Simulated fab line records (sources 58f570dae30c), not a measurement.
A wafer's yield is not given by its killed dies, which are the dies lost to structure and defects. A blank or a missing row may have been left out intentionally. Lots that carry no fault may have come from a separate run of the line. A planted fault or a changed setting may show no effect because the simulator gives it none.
A sampling plan put to the test :: flow berkeleyCmos170 :: one line in one fab, 4 faults in these records, each fault weighed on the records of the lots it struck
The plan is the line's own looks: the steps of the route at which a gauge or an inspection reads the wafer and doesn't change it. A look can be judged if struck wafers have a number there and the file gives its usual mean and standard deviation on fault-free wafers. Caught: at a look after the fault's first step, the mean of the struck wafers lies 4 or more of those standard deviations (sigma) from the usual mean. On the tool: the identical test, applied to the tool's own readings at the steps of the fault. Another recipe on the struck wafers, or a record that is blank for them alone, also counts as caught.

## THE FAULTS, as the simulator had put them in
1. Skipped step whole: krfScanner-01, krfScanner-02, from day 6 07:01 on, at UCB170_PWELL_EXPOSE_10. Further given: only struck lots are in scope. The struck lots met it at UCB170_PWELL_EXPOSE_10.
2. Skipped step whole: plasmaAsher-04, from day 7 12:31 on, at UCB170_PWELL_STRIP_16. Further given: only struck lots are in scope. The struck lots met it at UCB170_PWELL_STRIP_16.
3. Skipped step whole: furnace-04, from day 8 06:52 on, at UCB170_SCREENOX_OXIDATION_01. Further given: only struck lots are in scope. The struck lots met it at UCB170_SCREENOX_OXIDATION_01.
4. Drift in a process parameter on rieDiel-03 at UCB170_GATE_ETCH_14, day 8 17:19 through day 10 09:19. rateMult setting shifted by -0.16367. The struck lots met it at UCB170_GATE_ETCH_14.

## WHAT THE PLAN SAW
fault: 1
on the tool itself: no reading that can be judged
first look that catches it: no look after it can be judged
reading, sigma: -
median hours from its first step to that look: -
hours from the fault's start to the first struck lot there: -
judged looks passed uncaught: 0

fault: 2
on the tool itself: the tool's record is blank for the struck wafers
first look that catches it: no look after it can be judged
reading, sigma: -
median hours from its first step to that look: -
hours from the fault's start to the first struck lot there: -
judged looks passed uncaught: 0

fault: 3
on the tool itself: the tool's record is blank for the struck wafers
first look that catches it: no look after it can be judged
reading, sigma: -
median hours from its first step to that look: -
hours from the fault's start to the first struck lot there: -
judged looks passed uncaught: 0

fault: 4
on the tool itself: oesProductAu -6.1 sigma
first look that catches it: no look after it can be judged
reading, sigma: -
median hours from its first step to that look: -
hours from the fault's start to the first struck lot there: -
judged looks passed uncaught: 0
Dash: fault not caught, or number not given in these records.

Caught at a look: 0 of 4. Caught on the tool: 3 of 4. By one or the other: 3 of 4.
Faults caught by the tool alone: 2, 3, 4.
Caught by neither: fault 1.
